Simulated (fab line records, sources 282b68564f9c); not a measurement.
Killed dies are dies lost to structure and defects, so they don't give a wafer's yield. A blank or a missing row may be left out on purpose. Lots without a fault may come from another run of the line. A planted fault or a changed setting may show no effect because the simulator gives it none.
fab line records | flow rit_cmos
record lots=5 wafers=15 last_day=7
route steps=202 shown SDANNEAL@156 PSD@157 NSD@158 PLDD@159 NLDD@160 SILICIDE@161 CONTACT@168 M1@184
lots that met no fault: from a run of the same line without faults
start_h: hours from the record's first day to the start of the lot's first wafer shown | wait_h: hours since the lot's step before | " the same as in the row above | L1.1+2: a row that stands for several wafers | - no value, or no start given | * or withheld: withheld | < > ~ a bound
route shown NAME@n: a module of which the file shows steps, and the number in the route of the first | usual: mean/standard deviation of fault-free wafers | same: alike in all rows | chamber/n: place in a boat | sites: the reading at each site | _std_site: their standard deviation | _edge_site: outer sites' mean less inner sites' | radius_mm: how far each site lies from the wafer's centre | mask NAME#n: copy n | behind: the tool/chamber that last shaped the wafer | hold: why the lot was held/for how many hours/how that ended | device: the transistor (n, p or np) that didn't switch | end of line: the same wafers' tests at the end of the route | a step without rows: its recipe alone | killed: dies lost to structure and defects at the first sort, not the wafer's yield | map: a wafer's dies, x killed, . not, _ none there
set.NAME: the setting as run; set.NAME@STEP: as run at that earlier step | model.NAME: the simulator's own value behind a step, which no gauge read
lots at some steps of the route; a table a step, a row a wafer
services: from which hour (start_h, from the record's first day; less than 0 if before it) a tool's chamber was out of use, for how many hours, and why
## steps
# step RIT_SDANNEAL_RTA_03
# recipe temp_c=1050 time_s=5 idle_temp_c=600 ramp_up_c_per_s=342 ramp_down_c_per_s=171 cool_to_c=600 ambient=N2
# step RIT_SDANNEAL_RS_MEAS_04
# recipe thk_meas_gauge=four-point-probe
# usual PSD_RS=115.97/0.24
# columns lot.wafer tool chamber start_h wait_h PSD_RS[ohm/sq]
L265.3 film_metro-04 - 75.13 0.1 116.39
L265.4 " - " " 116.69
L265.6 " - " " 116.31
L268.2 film_metro-04 - 91.01 0.1 116.32
L268.3 " - " " 116.38
L268.4 " - " " 116.34
L277.4 film_metro-02 - 137.94 0.1 116.07
L277.5 " - " " 116.30
L277.6 " - " " 116.02
L281.3 film_metro-04 - 160.89 0.1 115.50
L281.4 " - " " 115.82
L281.6 " - " " 116.44
L282.1 film_metro-01 - 162.46 0.0 115.41
L282.3 " - " " 115.72
L282.6 " - " " 115.88
# step RIT_SDANNEAL_RS_MEAS_05
# recipe thk_meas_gauge=four-point-probe
# usual NSD_RS=84.47/0.25
# columns lot.wafer tool chamber start_h wait_h NSD_RS[ohm/sq]
L265.3 film_metro-04 - 75.25 0.1 84.32
L265.4 " - " " 84.45
L265.6 " - " " 84.25
L268.2 film_metro-04 - 91.13 0.1 84.26
L268.3 " - " " 84.75
L268.4 " - " " 84.40
L277.4 film_metro-02 - 138.06 0.1 84.39
L277.5 " - " " 84.39
L277.6 " - " " 84.47
L281.3 film_metro-04 - 161.01 0.1 84.62
L281.4 " - " " 84.74
L281.6 " - " " 84.78
L282.1 film_metro-01 - 162.58 0.1 84.44
L282.3 " - " " 84.51
L282.6 " - " " 84.12
# step RIT_SDANNEAL_RS_MEAS_06
# recipe thk_meas_gauge=four-point-probe
# usual PLDD_RS=178.6/0.56
# columns lot.wafer tool chamber start_h wait_h PLDD_RS[ohm/sq]
L265.3 film_metro-04 - 75.37 0.1 179.1
L265.4 " - " " 179.3
L265.6 " - " " 178.7
L268.2 film_metro-04 - 91.25 0.1 180.2
L268.3 " - " " 179.5
L268.4 " - " " 179.4
L277.4 film_metro-02 - 138.18 0.1 177.5
L277.5 " - " " 177.5
L277.6 " - " " 178.1
L281.3 film_metro-04 - 161.13 0.1 177.5
L281.4 " - " " 178.0
L281.6 " - " " 178.1
L282.1 film_metro-01 - 162.70 0.1 177.5
L282.3 " - " " 177.5
L282.6 " - " " 177.7
# step RIT_SDANNEAL_RS_MEAS_07
# recipe thk_meas_gauge=four-point-probe
# usual NLDD_RS=149.0/0.48
# columns lot.wafer tool chamber start_h wait_h NLDD_RS[ohm/sq]
L265.3 film_metro-04 - 75.49 0.1 148.9
L265.4 " - " " 148.9
L265.6 " - " " 149.1
L268.2 film_metro-04 - 91.37 0.1 149.3
L268.3 " - " " 149.4
L268.4 " - " " 149.6
L277.4 film_metro-02 - 138.30 0.1 149.2
L277.5 " - " " 148.8
L277.6 " - " " 148.4
L281.3 film_metro-04 - 161.25 0.1 149.2
L281.4 " - " " 149.3
L281.6 " - " " 149.2
L282.1 film_metro-01 - 162.82 0.1 148.5
L282.3 " - " " 149.4
L282.6 " - " " 149.1
# step RIT_SILICIDE_WET_ETCH_00
# recipe chemistry=BOE target=SiO2 target_depth_nm=14 time_s=15 dry=n2_spin dilution=10:1 temp_c=21.5
# step RIT_SILICIDE_SPUTTER_01
# recipe material=Ti target_thk_nm=30 power_w=350 chamber_pressure_pa=0.667 gas=Ar time_s=240 substrate_temp_c=25
# usual throttle_valve_pct=30.0/1
# same time_s=240
# columns lot.wafer tool chamber start_h wait_h throttle_valve_pct
L265.3 pvd_sputter-01 - 75.64 0.0 31.5
L265.4 " - " " 29.5
L265.6 " - " " 32.2
L268.2 pvd_sputter-03 - 91.49 0.0 30.3
L268.3 " - " " 29.2
L268.4 " - " " 29.7
L277.4 pvd_sputter-01 - 138.37 0.0 31.3
L277.5 " - " " 28.7
L277.6 " - " " 29.4
L281.3 pvd_sputter-03 - 161.34 0.0 29.7
L281.4 " - " " 30.5
L281.6 " - " " 30.5
L282.1 pvd_sputter-01 - 162.95 0.0 32.1
L282.3 " - " " 31.5
L282.6 " - " " 29.5
# step RIT_SILICIDE_RS_MEAS_02
# recipe thk_meas_gauge=four-point-probe reads=Ti_of_SILICIDE_SPUTTER_01
# usual SILICIDE_TI_RS=48.0/0.81
# columns lot.wafer tool chamber start_h wait_h SILICIDE_TI_RS[ohm/sq]
L265.3 film_metro-04 - 75.83 0.1 47.6
L265.4 " - " " 48.2
L265.6 " - " " 47.6
L268.2 film_metro-04 - 91.66 0.1 47.3
L268.3 " - " " 47.9
L268.4 " - " " 47.5
L277.4 film_metro-02 - 138.58 0.1 47.7
L277.5 " - " " 49.1
L277.6 " - " " 47.9
L281.3 film_metro-04 - 161.53 0.1 48.7
L281.4 " - " " 48.1
L281.6 " - " " 48.6
L282.1 film_metro-02 - 163.10 0.1 47.4
L282.3 " - " " 48.1
L282.6 " - " " 48.2
# step RIT_SILICIDE_THK_MEAS_03
# recipe thk_meas_gauge=xrf reads=Ti_of_SILICIDE_SPUTTER_01
# usual SILICIDE_TI_THK=29.6/0.45
# columns lot.wafer tool chamber start_h wait_h SILICIDE_TI_THK[nm]
L265.3 film_metro-04 - 75.93 0.1 29.8
L265.4 " - " " 29.3
L265.6 " - " " 29.6
L268.2 film_metro-04 - 91.77 0.1 29.8
L268.3 " - " " 29.5
L268.4 " - " " 29.8
L277.4 film_metro-02 - 138.67 0.1 30.0
L277.5 " - " " 29.5
L277.6 " - " " 29.7
L281.3 film_metro-04 - 161.63 0.1 29.2
L281.4 " - " " 29.3
L281.6 " - " " 29.2
L282.1 film_metro-02 - 163.22 0.1 30.0
L282.3 " - " " 29.6
L282.6 " - " " 29.6
# step RIT_SILICIDE_RTA_04
# recipe temp_c=650 time_s=10 idle_temp_c=25 ramp_up_s=5 ramp_down_s=5 cool_to_c=25 ambient=N2
# usual wafer_temp_C_max=653.3/0.72
# same time_s=10
# columns lot.wafer tool chamber start_h wait_h wafer_temp_C_max
L265.3 rtp_anneal-02 0 76.00 0.1 653.1
L265.4 " 0 " " 652.4
L265.6 " 0 " " 653.4
L268.2 rtp_anneal-01 0 91.83 0.1 652.9
L268.3 " 0 " " 651.8
L268.4 " 0 " " 653.0
L277.4 rtp_anneal-02 0 138.73 0.1 654.8
L277.5 " 0 " " 652.2
L277.6 " 0 " " 653.7
L281.3 rtp_anneal-02 0 161.69 0.1 653.8
L281.4 " 0 " " 654.8
L281.6 " 0 " " 654.3
L282.1 rtp_anneal-01 0 163.28 0.1 654.1
L282.3 " 0 " " 652.6
L282.6 " 0 " " 654.6
# step RIT_SILICIDE_WET_ETCH_05
# recipe chemistry=SPM target=Ti temp_c=90 time_s=120 dry=n2_spin
# step RIT_SILICIDE_RTA_06
# recipe temp_c=750 time_s=10 idle_temp_c=25 ramp_up_s=5 ramp_down_s=10 cool_to_c=25 ambient=N2
# usual wafer_temp_C_max=753.8/0.81
# same time_s=10
# columns lot.wafer tool chamber start_h wait_h wafer_temp_C_max
L265.3 rtp_anneal-01 0 76.10 0.0 753.3
L265.4 " 0 " " 752.8
L265.6 " 0 " " 753.9
L268.2 rtp_anneal-02 0 91.94 0.0 753.0
L268.3 " 0 " " 754.7
L268.4 " 0 " " 754.5
L277.4 rtp_anneal-01 0 138.84 0.0 754.2
L277.5 " 0 " " 752.6
L277.6 " 0 " " 753.5
L281.3 rtp_anneal-01 0 161.84 0.0 754.0
L281.4 " 0 " " 753.6
L281.6 " 0 " " 754.1
L282.1 rtp_anneal-02 0 163.39 0.0 754.1
L282.3 " 0 " " 753.3
L282.6 " 0 " " 755.7
# step RIT_CONTACT_CVD_00
# recipe material=SiO2 target_thk_nm=400 precursor=TEOS temp_c=390 time_s=62.35 rf_w=400
# usual heater_power_w=318/53
# columns lot.wafer tool chamber start_h wait_h heater_power_w model.SiO2_of_CONTACT_CVD_00.thk_nm
L265.3 pecvd-04 0 76.15 0.0 289 408.6
L265.4 " 0 " " 301 411
L265.6 " 1 " " 277 413.1
L268.2 pecvd-04 0 92.00 0.0 269 404.8
L268.3 " 2 " " 290 403.3
L268.4 " 0 " " 288 410.4
L277.4 pecvd-04 1 138.90 0.0 320 413.1
L277.5 " 2 " " 331 410.9
L277.6 " 0 " " 287 227.6
L281.3 pecvd-01 1 161.89 0.0 272 409.6
L281.4 " 0 " " 298 411.7
L281.6 " 1 " " 284 412.2
L282.1 pecvd-02 2 163.45 0.1 325 404.8
L282.3 " 0 " " 291 409.1
L282.6 " 1 " " 413 408.2
# step RIT_CONTACT_THK_MEAS_01
# recipe reads=SiO2_of_CONTACT_CVD_00
# usual CONTACT_TEOS_THK=409/4.5
# columns lot.wafer tool chamber start_h wait_h CONTACT_TEOS_THK[nm]
L265.3 film_metro-01 - 76.22 0.0 409
L265.4 " - " " 411
L265.6 " - " " 413
L268.2 film_metro-02 - 92.06 0.0 405
L268.3 " - " " 403
L268.4 " - " " 410
L277.4 film_metro-01 - 138.96 0.0 413
L277.5 " - " " 411
L277.6 " - " " 228
L281.3 film_metro-03 - 161.96 0.0 410
L281.4 " - " " 412
L281.6 " - " " 412
L282.1 film_metro-01 - 163.51 0.0 405
L282.3 " - " " 409
L282.6 " - " " 408
# step RIT_CONTACT_HMDS_02
# recipe prime_time_s=60 prime_temp_c=140
# step RIT_CONTACT_COAT_03
# recipe resist=NOVOLAK spin_rpm=3250 resist_thk_nm=991.3
# step RIT_CONTACT_SOFTBAKE_04
# recipe resist=NOVOLAK temp_c=90 time_s=60
# step RIT_CONTACT_EXPOSE_05
# recipe mask_id=M11 na=0.6 source_shape=conventional sigma_outer=0.5 target_cd_nm=1000 dose_mj=250
# step RIT_CONTACT_PEB_06
# recipe resist=NOVOLAK temp_c=withheld time_s=withheld
# step RIT_CONTACT_DEVELOP_07
# recipe resist=NOVOLAK develop_time_s=120 dev_temp_c=23
# step RIT_CONTACT_CD_MEAS_08
# recipe target_cd_nm=1000
# usual cd_nm=999.8/2.2
# columns lot.wafer tool chamber start_h wait_h cd_nm
L265.3 cd_sem-01 - 77.27 - 1002.8
L265.4 " - " " 1001.3
L265.6 " - " " 999.8
L268.2 cd_sem-01 - 93.26 - 1004.4
L268.3 " - " " 1004.6
L268.4 " - " " 1002.3
L277.4 cd_sem-02 - 140.01 - 997.6
L277.5 " - " " 997.4
L277.6 " - " " 999.3
L281.3 cd_sem-02 - 163.00 - 1002.6
L281.4 " - " " 1001.2
L281.6 " - " " 1001.6
L282.1 cd_sem-02 - 164.70 - 1001.8
L282.3 " - " " 1001.1
L282.6 " - " " 1001.8
# step RIT_CONTACT_OVL_MEAS_09
# usual CONTACT_OVL=-0.2/1.3
# columns lot.wafer tool chamber start_h wait_h CONTACT_OVL[nm]
L265.3 overlay-02 - 77.36 0.1 -2.0
L265.4 " - " " -1.2
L265.6 " - " " -1.0
L268.2 overlay-01 - 93.36 0.1 2.3
L268.3 " - " " 0.2
L268.4 " - " " 0.7
L277.4 overlay-01 - 140.09 0.1 -1.2
L277.5 " - " " 1.5
L277.6 " - " " 1.1
L281.3 overlay-01 - 163.09 0.1 0.3
L281.4 " - " " 1.5
L281.6 " - " " -0.6
L282.1 overlay-02 - 164.82 0.1 -0.4
L282.3 " - " " 1.1
L282.6 " - " " 1.2
# step RIT_CONTACT_HARDBAKE_10
# recipe resist=NOVOLAK temp_c=140 time_s=60
# step RIT_CONTACT_ETCH_11
# recipe target_depth_a=4800 over_etch_frac=0.2 stop_on=TiSi2 chemistry=CHF3/CF4/Ar target=SiO2 CHF3_flow_sccm=50 cf4_flow_sccm=10 Ar_flow_sccm=100 O2_flow_sccm=5 pressure_mtorr=100 rf_w=200 time_s=320
# usual chamber_pressure_mTorr=100.00/0.088 drypump_motor_current_A=5.8/0.56 oes_product_au=0.991/0.014 throttle_valve_pct=8.80/0.1
# same time_s=320
# columns lot.wafer tool chamber start_h wait_h chamber_pressure_mTorr drypump_motor_current_A oes_product_au rf_hours_counter_h throttle_valve_pct model.CONTACT.feature_depth_nm model.etch.depth_nm
L265.3 rie_diel-02 2 77.66 0.1 100.04 5.4 1.009 6 8.95 408.6 408.6
L265.4 " 0 " " 100.02 5.4 0.983 8 8.83 411 411
L265.6 " 2 " " 99.99 5.4 1.022 - 8.93 413.1 413.1
L268.2 rie_diel-01 2 93.54 0.1 99.99 6.4 0.985 7 8.86 404.8 404.8
L268.3 " 0 " " 100.16 6.4 0.993 6 8.74 403.3 403.3
L268.4 " 3 " " 100.15 4.8 0.991 81 8.63 410.4 410.4
L277.4 rie_diel-01 2 140.26 0.1 99.97 6.3 0.985 8 8.86 413.1 413.1
L277.5 " 0 " " 100.01 6.4 0.998 - 8.73 410.9 410.9
L277.6 " 1 " " 99.96 6.3 0.963 - 8.82 227.6 227.6
L281.3 rie_diel-02 0 163.27 0.1 100.00 5.3 0.993 10 8.82 409.6 409.6
L281.4 " 3 " " 100.15 6.2 0.987 108 8.91 411.7 411.7
L281.6 " 1 " " 99.95 5.7 1.012 - 8.66 412.2 412.2
L282.1 rie_diel-01 2 165.06 0.1 99.89 6.4 0.982 8 8.84 404.8 404.8
L282.3 " 0 " " 100.05 6.4 1.000 7 8.75 409.1 409.1
L282.6 " 0 " " 100.07 6.5 0.998 - 8.72 408.2 408.2
# step RIT_CONTACT_STRIP_12
# recipe chemistry=O2 time_s=180 resist=NOVOLAK platen_temp_c=withheld power_w=500 pressure_mtorr=4000 o2_flow_sccm=4000
# usual chamber_pressure_mTorr=4000/4.2 drypump_motor_current_A=5.5/0.4
# same time_s=180
# columns lot.wafer tool chamber start_h wait_h chamber_pressure_mTorr drypump_motor_current_A rf_hours_counter_h
L265.3 plasma_asher-04 1 77.91 0.2 4006 5.3 -
L265.4 " 0 " " 3997 5.7 -
L265.6 " 1 " " 4004 5.3 -
L268.2 plasma_asher-04 0 93.74 0.1 3994 5.7 30
L268.3 " 0 " " 4004 5.7 -
L268.4 " 1 " " 4000 5.4 -
L277.4 plasma_asher-01 0 140.51 0.2 4008 5.3 -
L277.5 " 1 " " 3997 6.1 -
L277.6 " 0 " " 3999 5.3 -
L281.3 plasma_asher-03 1 163.52 0.2 3972 5.8 -
L281.4 " 0 " " 4001 5.0 -
L281.6 " 0 " " 3999 5.0 -
L282.1 plasma_asher-03 0 165.25 0.1 4002 5.0 53
L282.3 " 0 " " 4000 5.0 -
L282.6 " 1 " " 4002 5.8 -
# step RIT_CONTACT_CD_MEAS_90
# recipe target_cd_nm=1000
# usual cd_nm=999.8/2.2
# columns lot.wafer tool chamber start_h wait_h cd_nm
L265.3 cd_sem-01 - 78.07 0.1 1003.4
L265.4 " - " " 1001.2
L265.6 " - " " 999.5
L268.2 cd_sem-01 - 93.93 0.1 1003.6
L268.3 " - " " 1004.4
L268.4 " - " " 1002.1
L277.4 cd_sem-01 - 140.69 0.1 996.8
L277.5 " - " " 997.5
L277.6 " - " " 999.2
L281.3 cd_sem-01 - 163.68 0.1 1002.2
L281.4 " - " " 1001.0
L281.6 " - " " 1001.8
L282.1 cd_sem-01 - 165.43 0.1 1001.5
L282.3 " - " " 1001.0
L282.6 " - " " 1002.1
# step RIT_CONTACT_CLEAN_13
# recipe chemistry=SC1 mix=3:3:50 time_s=600 temp_c=75
# step RIT_CONTACT_CLEAN_14
# recipe chemistry=SC2 mix=3:3:50 time_s=600 temp_c=75 dry=n2_spin
# step RIT_M1_SPUTTER_00
# recipe material=Al target_thk_nm=400 power_w=2000 chamber_pressure_pa=0.4 gas=Ar time_s=500 substrate_temp_c=25
# usual throttle_valve_pct=30.3/0.98
# same time_s=500
# columns lot.wafer tool chamber start_h wait_h throttle_valve_pct
L265.3 pvd_sputter-04 - 78.50 0.0 29.3
L265.4 " - " " 30.8
L265.6 " - " " 29.2
L268.2 pvd_sputter-01 - 94.40 0.0 29.3
L268.3 " - " " 31.7
L268.4 " - " " 32.0
L277.4 pvd_sputter-02 - 141.10 0.0 29.4
L277.5 " - " " 31.4
L277.6 " - " " 29.5
L281.3 pvd_sputter-02 - 164.12 0.0 31.1
L281.4 " - " " 31.3
L281.6 " - " " 29.8
L282.1 pvd_sputter-04 - 166.07 0.0 29.9
L282.3 " - " " 31.1
L282.6 " - " " 31.0
# step RIT_M1_RS_MEAS_01
# recipe thk_meas_gauge=four-point-probe reads=Al_of_M1_SPUTTER_00
# usual M1_AL_RS=0.0733/0.00074
# columns lot.wafer tool chamber start_h wait_h M1_AL_RS[ohm/sq]
L265.3 film_metro-02 - 78.84 0.2 0.0740
L265.4 " - " " 0.0731
L265.6 " - " " 0.0732
L268.2 film_metro-01 - 94.71 0.2 0.0734
L268.3 " - " " 0.0725
L268.4 " - " " 0.0731
L277.4 film_metro-01 - 141.45 0.2 0.0731
L277.5 " - " " 0.0732
L277.6 " - " " 0.0740
L281.3 film_metro-01 - 164.46 0.2 0.0731
L281.4 " - " " 0.0745
L281.6 " - " " 0.0737
L282.1 film_metro-02 - 166.39 0.2 0.0738
L282.3 " - " " 0.0727
L282.6 " - " " 0.0732
# step RIT_M1_THK_MEAS_02
# recipe thk_meas_gauge=xrf reads=Al_of_M1_SPUTTER_00
# usual M1_AL_THK=398/4.8
# columns lot.wafer tool chamber start_h wait_h M1_AL_THK[nm]
L265.3 film_metro-02 - 78.94 0.1 399
L265.4 " - " " 400
L265.6 " - " " 403
L268.2 film_metro-01 - 94.82 0.1 399
L268.3 " - " " 403
L268.4 " - " " 401
L277.4 film_metro-01 - 141.54 0.1 395
L277.5 " - " " 396
L277.6 " - " " 390
L281.3 film_metro-01 - 164.56 0.1 394
L281.4 " - " " 389
L281.6 " - " " 392
L282.1 film_metro-02 - 166.51 0.1 398
L282.3 " - " " 403
L282.6 " - " " 405
# step RIT_M1_HMDS_03
# recipe prime_time_s=60 prime_temp_c=140
# step RIT_M1_COAT_04
# recipe resist=NOVOLAK spin_rpm=2000 resist_thk_nm=1300
# step RIT_M1_SOFTBAKE_05
# recipe resist=NOVOLAK temp_c=90 time_s=60
# step RIT_M1_EXPOSE_06
# recipe mask_id=M12 na=0.6 source_shape=conventional sigma_outer=0.5 target_cd_nm=2600 dose_mj=255.8
# step RIT_M1_PEB_07
# recipe resist=NOVOLAK temp_c=withheld time_s=withheld
# step RIT_M1_DEVELOP_08
# recipe resist=NOVOLAK develop_time_s=68 dev_temp_c=23
# step RIT_M1_CD_MEAS_09
# recipe target_cd_nm=2600
# usual cd_nm=2600.2/2.4
# columns lot.wafer tool chamber start_h wait_h cd_nm
L265.3 cd_sem-02 - 79.98 - 2602.8
L265.4 " - " " 2602.3
L265.6 " - " " 2602.4
L268.2 cd_sem-01 - 95.88 - 2600.5
L268.3 " - " " 2599.4
L268.4 " - " " 2599.7
L277.4 cd_sem-02 - 142.83 - 2602.6
L277.5 " - " " 2602.0
L277.6 " - " " 2602.2
L281.3 cd_sem-02 - 165.64 - 2597.8
L281.4 " - " " 2598.1
L281.6 " - " " 2597.7
L282.1 cd_sem-01 - 167.58 - 2595.3
L282.3 " - " " 2595.9
L282.6 " - " " 2593.4
# step RIT_M1_OVL_MEAS_10
# usual M1_OVL=-1.3/1.7
# columns lot.wafer tool chamber start_h wait_h M1_OVL[nm]
L265.3 overlay-01 - 80.08 0.1 -3.7
L265.4 " - " " -2.7
L265.6 " - " " 0.0
L268.2 overlay-02 - 95.98 0.1 -2.0
L268.3 " - " " -1.4
L268.4 " - " " -1.4
L277.4 overlay-01 - 142.91 0.1 1.4
L277.5 " - " " -0.2
L277.6 " - " " -0.8
L281.3 overlay-01 - 165.74 0.1 0.8
L281.4 " - " " 1.9
L281.6 " - " " 0.9
L282.1 overlay-01 - 167.70 0.1 -2.0
L282.3 " - " " -4.9
L282.6 " - " " -3.4
# step RIT_M1_HARDBAKE_11
# recipe resist=NOVOLAK temp_c=140 time_s=120
# step RIT_M1_METAL_ETCH_12
# recipe stop_on=SiO2 chemistry=Cl2/BCl3 target=Al time_s=165 over_etch_frac=0.5 pressure_mtorr=100 target_depth_a=6000 rf_w=250 Cl2_flow_sccm=60 bcl3_flow_sccm=50
# usual chamber_pressure_mTorr=100.01/0.1 drypump_motor_current_A=5.6/0.47 oes_product_au=0.775/0.016 throttle_valve_pct=8.21/0.066
# same time_s=165
# columns lot.wafer tool chamber start_h wait_h chamber_pressure_mTorr drypump_motor_current_A oes_product_au rf_hours_counter_h throttle_valve_pct model.SiO2_of_CONTACT_CVD_00.thk_nm
L265.3 rie_metal-01 1 80.40 0.2 100.11 5.8 0.794 - 8.26 372.6
L265.4 " 0 " " 100.07 5.4 0.765 - 8.10 374.8
L265.6 " 1 " " 99.86 5.8 0.800 - 8.25 377.4
L268.2 rie_metal-01 1 96.26 0.2 99.94 5.8 0.800 3 8.25 369
L268.3 " 1 " " 100.09 5.8 0.797 - 8.24 367.3
L268.4 " 0 " " 99.91 5.5 0.782 - 8.11 374.4
L277.4 rie_metal-01 1 143.23 0.1 100.10 5.8 0.802 - 8.26 377.3
L277.5 " 0 " " 100.06 5.4 0.778 - 8.10 375.3
L277.6 " 1 " " 100.09 5.8 0.797 - 8.25 191.5
L281.3 rie_metal-04 1 166.06 0.2 100.07 6.2 0.785 - 8.19 374.6
L281.4 " 0 " " 99.96 4.8 0.754 - 8.30 375.8
L281.6 " 1 " " 99.92 6.2 0.793 - 8.18 377
L282.1 rie_metal-01 0 167.99 0.2 100.10 5.4 0.776 4 8.10 368.9
L282.3 " 0 " " 100.04 5.4 0.775 - 8.10 373
L282.6 " 0 " " 100.16 5.4 0.769 - 8.11 372.2
# step RIT_M1_STRIP_13
# recipe chemistry=nmp resist=NOVOLAK temp_c=80 time_s=600 dry=n2_spin
# step RIT_M1_PROBE_99
# usual killed_at_contacts=0.1/0.34 killed_at_front_end=7/3 killed_dies=7/3.1 killed_open=3.4/1.9 killed_short=3.4/2.1
# same gross_dies=264 killed_at_M0_to_M3=0 killed_at_M4_up=0 killed_at_back_side=0 killed_at_other=0
# columns lot.wafer tool chamber start_h wait_h killed_at_contacts killed_at_front_end killed_dies killed_open killed_short model.etest.field_p_metal.vt_v model.etest.nmos_0p15.junction_log10_a_um model.etest.nmos_narrow.off_log10_a_um model.etest.nmos_0p3.off_log10_a_um model.etest.gate_end_array.leak_log10_a_um model.etest.pmos_0p15.junction_log10_a_um model.etest.contact_diode_array.leak_log10_a model.etest.antenna_contact.gate_log10_a_cm2
L265.3 prober-01 - 82.98 0.2 0 4 4 3 1 -29.23 -13.51 -13.15 -13.09 -12.9 -13.81 -9.468 -6.314
L265.4 prober-01 - 83.03 0.2 0 3 3 3 0 -29.5 -13.6 -13.17 -13.1 -12.94 -13.94 -9.518 -6.515
L265.6 prober-01 - 83.13 0.2 0 7 7 3 4 -29.25 -13.64 -13.32 -13.02 -12.81 -13.8 -9.447 -6.692
L268.2 prober-02 - 98.65 0.1 0 16 16 4 12 -28.58 -13.48 -13.27 -13.16 -13.03 -13.79 -9.53 -6.466
L268.3 prober-02 - 98.70 0.2 0 6 6 3 3 -28.49 -13.58 -13.23 -12.98 -12.82 -13.68 -9.174 -5.914
L268.4 prober-02 - 98.75 0.2 1 10 11 6 5 -28.73 -13.4 -13.18 -13.07 -12.84 -13.71 -9.188 -6.268
L277.4 prober-01 - 146.36 0.2 0 5 5 4 0 -28.85 -13.43 -13.09 -12.82 -12.47 -13.92 -9.156 -5.781
L277.5 prober-01 - 146.41 0.2 0 6 6 2 3 -29.41 -13.73 -13.09 -12.99 -12.85 -13.77 -9.239 -6.24
L277.6 prober-01 - 146.46 0.2 0 8 8 3 5 -20 -11.63 -11.62 -11.62 -11.47 -12.61 -8.38 -5.519
L281.3 prober-02 - 168.39 0.2 0 9 9 4 5 -30.68 -13.5 -13.15 -13.05 -12.91 -13.77 -9.385 -6.017
L281.4 prober-02 - 168.44 0.2 1 5 6 1 5 -31.26 -13.61 -13.21 -13.02 -12.84 -13.78 -9.495 -6.19
L281.6 prober-02 - 168.54 0.2 0 4 4 1 3 -30.98 -13.73 -13.18 -12.99 -12.85 -13.79 -9.434 -6.467
L282.1 prober-01 - 170.98 0.1 0 3 3 0 3 -29.8 -13.43 -13.4 -13.05 -12.81 -13.9 -9.176 -6.693
L282.3 prober-01 - 171.08 0.2 0 10 10 6 4 -29.86 -13.62 -13.26 -13.1 -12.9 -13.9 -9.512 -6.448
L282.6 prober-01 - 171.23 0.2 0 7 7 1 4 -30.2 -13.58 -13.32 -13.21 -13.11 -13.86 -9.464 -6.277
# killed by level:class
L265.3 FOX2:geometric_particle:open=1 REOX:geometric_particle:open=1 REOX:geometric_particle:short=1 SPACER:geometric_particle:open=1
L265.4 FOX1:geometric_particle:open=1 GATE:geometric_particle:open=1 REOX:geometric_particle:open=1
L265.6 FOX2:geometric_particle:open=2 FOX2:geometric_particle:short=1 GATE:geometric_particle:short=1 REOX:geometric_particle:short=1 SPACER:geometric_particle:short=1 SPACER:geometric_particle:open=1
L268.2 GATE:geometric_particle:short=5 FOX1:geometric_particle:short=2 REOX:geometric_particle:short=2 GATE:geometric_particle:open=2 SPACER:geometric_particle:short=2 FOX1:geometric_particle:open=1 FOX2:geometric_particle:open=1 FOX2:geometric_particle:short=1
L268.3 GATE:geometric_particle:open=2 SPACER:geometric_particle:short=2 GATE:geometric_particle:short=1 SILICIDE:geometric_particle:open=1
L268.4 GATE:geometric_particle:short=4 SPACER:geometric_particle:open=4 GATE:geometric_particle:open=1 REOX:geometric_particle:open=1 CONTACT:geometric_particle:short=1
L277.4 SILICIDE:geometric_particle:open=2 REOX:geometric_particle:open=1 SPACER:geometric_particle:open=1 GATE:coat_microbubble_printed=1
L277.5 SILICIDE:geometric_particle:short=2 GATE:geometric_particle:open=1 REOX:geometric_particle:short=1 SILICIDE:geometric_particle:open=1 GATE:coat_microbubble_printed=1
L277.6 REOX:geometric_particle:short=3 GATE:geometric_particle:short=2 GATE:geometric_particle:open=1 REOX:geometric_particle:open=1 SILICIDE:geometric_particle:open=1
L281.3 GATE:geometric_particle:short=3 SPACER:geometric_particle:open=2 FOX1:geometric_particle:open=1 FOX2:geometric_particle:short=1 GATE:geometric_particle:open=1 REOX:geometric_particle:short=1
L281.4 SPACER:geometric_particle:short=2 FOX2:geometric_particle:short=1 SPACER:geometric_particle:open=1 SILICIDE:geometric_particle:short=1 CONTACT:geometric_particle:short=1
L281.6 GATE:geometric_particle:short=2 FOX1:geometric_particle:short=1 GATE:geometric_particle:open=1
L282.1 SPACER:geometric_particle:short=2 SILICIDE:geometric_particle:short=1
L282.3 SILICIDE:geometric_particle:open=4 SILICIDE:geometric_particle:short=3 GATE:geometric_particle:open=1 SPACER:geometric_particle:open=1 SPACER:geometric_particle:short=1
L282.6 SPACER:geometric_particle:short=2 PWELL:coat_microbubble_printed=2 GATE:geometric_particle:open=1 GATE:geometric_particle:short=1 REOX:geometric_particle:short=1
## services
# columns tool chamber start_h hours kind
pvd_sputter-03 - 59.59 2.9 repair
pecvd-02 2 60.50 3.6 repair
pvd_sputter-03 - 63.19 5.3 repair
rtp_anneal-01 - 69.45 3.5 pm
pecvd-02 0 93.11 21.0 repair
pvd_sputter-02 - 104.56 4.8 repair
plasma_asher-01 - 108.75 9.0 pm
plasma_asher-01 0 108.75 9.0 vent_cycle
plasma_asher-01 1 108.75 9.0 vent_cycle
plasma_asher-01 0 117.75 - clean
plasma_asher-01 1 117.75 - clean
pvd_sputter-04 - 123.40 1.7 repair
pvd_sputter-03 - 128.82 16.5 repair
plasma_asher-04 - 130.92 14.6 repair
pvd_sputter-02 - 133.29 6.5 repair
pecvd-04 - 135.69 0.4 repair
rie_diel-01 2 138.51 1.3 repair
rie_metal-04 1 142.87 8.8 repair
rie_diel-02 - 167.25 0.5 repair
## key
first_sign step=RIT_CONTACT_THK_MEAS_01 reading=CONTACT_TEOS_THK direction=down sigmas=40 usual=409 struck=228
effect none on later readings
model_effect step=RIT_CONTACT_CVD_00 value=SiO2_of_CONTACT_CVD_00.thk_nm without=412.1 struck=227.6
model_effect step=RIT_CONTACT_ETCH_11 value=CONTACT.feature_depth_nm without=412.1 struck=227.6
model_effect step=RIT_M1_METAL_ETCH_12 value=SiO2_of_CONTACT_CVD_00.thk_nm without=376.1 struck=191.5
model_effect step=RIT_M1_PROBE_99 value=etest.field_p_metal.vt_v without=-29.27 struck=-20
met_at RIT_CONTACT_CVD_00
struck_wafers L277.6
tester_left_out L277
onset_between 92.00 138.90
fault kind=process_parameter_drift tool=pecvd-04 chamber=0 onset_h=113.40 steps=RIT_CONTACT_CVD_00 channel=target_thk_nm offset=-179.17 shape=step end_h=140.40 stated=400
# tester_left_out: of these lots the tester's yield and bins aren't shown, on N5 and GAA mostly nor the transistor test; their killed dies are dies lost to structure and defects alone, not to doping, threshold or leakage, so they don't give the yield
